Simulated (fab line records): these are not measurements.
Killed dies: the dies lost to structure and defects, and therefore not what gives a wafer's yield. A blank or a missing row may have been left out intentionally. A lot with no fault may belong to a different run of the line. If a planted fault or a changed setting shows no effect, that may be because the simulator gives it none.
Which tool is to blame? -- flow berkeley-cmos170 -- 15 lots with 45 wafers sampled at 3 steps, on a route of 331 steps

WHAT THE GAUGES READ, wafer by wafer
UCB170_PSD_TW_MEAS_10. Usual: for PSD_TW the level is 2317 and the standard deviation is 19.
lot,measured,on,PSD_TW,flag
L847,day 6 15:49,film-metro-03,2310 2328 2339,
L846,day 6 15:56,film-metro-02,2297 2296 2310,
L848,day 6 16:06,film-metro-04,2340 2332 2340,
L849,day 7 04:26,film-metro-02,2318 2307 2303,
L850,day 7 04:43,film-metro-04,2331 2343 2341,
L851,day 7 12:58,film-metro-03,2325 2320 2315,
L852,day 7 22:26,film-metro-02,2306 2307 2309,
L853,day 8 09:37,film-metro-04,2316 2326 2318,
L855,day 8 09:46,film-metro-02,2285 2283 2280,
L854,day 8 09:49,film-metro-04,2325 2347 2337,
L862,day 9 15:36,film-metro-03,2320 2330 2330,
L865,day 10 01:57,film-metro-02,2303 2296 2287,
L869,day 11 02:07,film-metro-03,2342 2328 2315,
L867,day 11 02:16,film-metro-04,2317 2335 2340,
L868,day 11 01:59,film-metro-02,2290 2296 2291,

UCB170_CONTACT_CD_MEAS_15 targets a cd of 700 nm. Usual: cd-nm reads 700.3 nm (standard deviation 1.2).
lot,measured,on,cd-nm (nm),flag
L847,day 6 23:34,cd-sem-01,699.5 698.5 699.5,
L846,day 7 00:35,cd-sem-01,699.8 700.8 701.0,
L848,day 7 01:31,cd-sem-01,699.9 700.7 700.6,
L849,day 7 13:07,cd-sem-01,701.3 700.5 700.9,
L850,day 7 12:51,cd-sem-01,699.3 700.1 701.1,
L851,day 7 22:12,cd-sem-01,699.3 699.5 699.7,
L852,day 8 06:56,cd-sem-02,701.0 701.7 701.5,
L853,day 8 17:59,cd-sem-02,700.2 700.3 700.1,
L855,day 8 20:02,cd-sem-01,700.1 700.6 700.4,
L854,day 8 20:09,cd-sem-02,697.4 696.8 699.7,
L862,day 10 01:22,cd-sem-02,701.7 700.8 701.3,
L865,day 10 12:10,cd-sem-02,699.2 701.6 701.6,
L869,day 11 11:12,cd-sem-02,699.5 700.2 700.5,
L867,day 11 11:29,cd-sem-01,700.5 699.6 700.8,
L868,day 11 11:47,cd-sem-01,701.3 701.0 700.9,

WHAT TOOL EACH LOT RAN ON (gives the tool, then ch and the chambers of the sampled wafers, and finally the start)
lot,UCB170_PLDD_IMPLANT_09
L847,"implanter-02 ch 0, day 6 07:36"
L846,"implanter-04 ch 0, day 6 07:53"
L848,"implanter-02 ch 0, day 6 08:14"
L849,"implanter-04 ch 0, day 6 21:37"
L850,"implanter-02 ch 0, day 6 22:02"
L851,"implanter-02 ch 0, day 7 04:32"
L852,"implanter-02 ch 0, day 7 13:17"
L853,"implanter-02 ch 0, day 8 00:16"
L855,"implanter-04 ch 0, day 8 00:25"
L854,"implanter-02 ch 0, day 8 00:40"
L862,"implanter-04 ch 0, day 9 05:45"
L865,"implanter-04 ch 0, day 9 18:31"
L869,"implanter-02 ch 0, day 10 15:55"
L867,"implanter-04 ch 0, day 10 16:05"
L868,"implanter-02 ch 0, day 10 16:23"
- UCB170_PLDD_IMPLANT_09

AS READ BY THE TOOLS THEMSELVES (means over the sampled wafers that have a number; for cases with no such wafer, the mark the record gives instead)
UCB170_PLDD_IMPLANT_09. Usual: beam-energy-keV 10.000, standard deviation 0.0035; faraday-current-uA 159, standard deviation 3.2; tilt-deg 6.996 degrees, standard deviation 0.019.
lot,tool,beam-energy-keV,faraday-current-uA,tilt-deg (degrees),flag
L847,implanter-02,9.993,161,6.977,
L846,implanter-04,10.000,157,7.002,
L848,implanter-02,10.001,155,7.009,
L849,implanter-04,9.997,159,6.998,
L850,implanter-02,10.000,160,6.993,
L851,implanter-02,9.997,160,6.978,
L852,implanter-02,10.221,158,6.996,OFF
L853,implanter-02,10.216,160,6.998,OFF
L855,implanter-04,9.997,158,7.006,
L854,implanter-02,10.226,156,7.006,OFF
L862,implanter-04,10.002,159,7.006,
L865,implanter-04,9.998,159,6.990,
L869,implanter-02,9.999,159,7.018,
L867,implanter-04,9.998,160,7.011,
L868,implanter-02,9.999,155,6.979,

THE ANSWER, worked out from the rows above alone
Rule: a lot counts as off when the mean over its wafers that have a number is more than 3 standard deviations away from the usual mean. A lot without any number at a reading at which 4 lots or more have one is off too. Where the step has rows for the other lots, those lots are counted as sound. First the gauges in route order, then the tools' own readings, where a lot's mean is used as printed above. The first step at which some lot is off is used, and at that step the reading that is off furthest; a lot without a number counts as furthest.
Off at UCB170_PLDD_IMPLANT_09 (beam-energy-keV): L852, L853, L854.
A tool fits if, at that step or a process step before it, it ran every lot that is off, and no sound lot after the first of them. Not one of the candidates tried fits.

WHAT THE SIMULATOR HAD INSERTED
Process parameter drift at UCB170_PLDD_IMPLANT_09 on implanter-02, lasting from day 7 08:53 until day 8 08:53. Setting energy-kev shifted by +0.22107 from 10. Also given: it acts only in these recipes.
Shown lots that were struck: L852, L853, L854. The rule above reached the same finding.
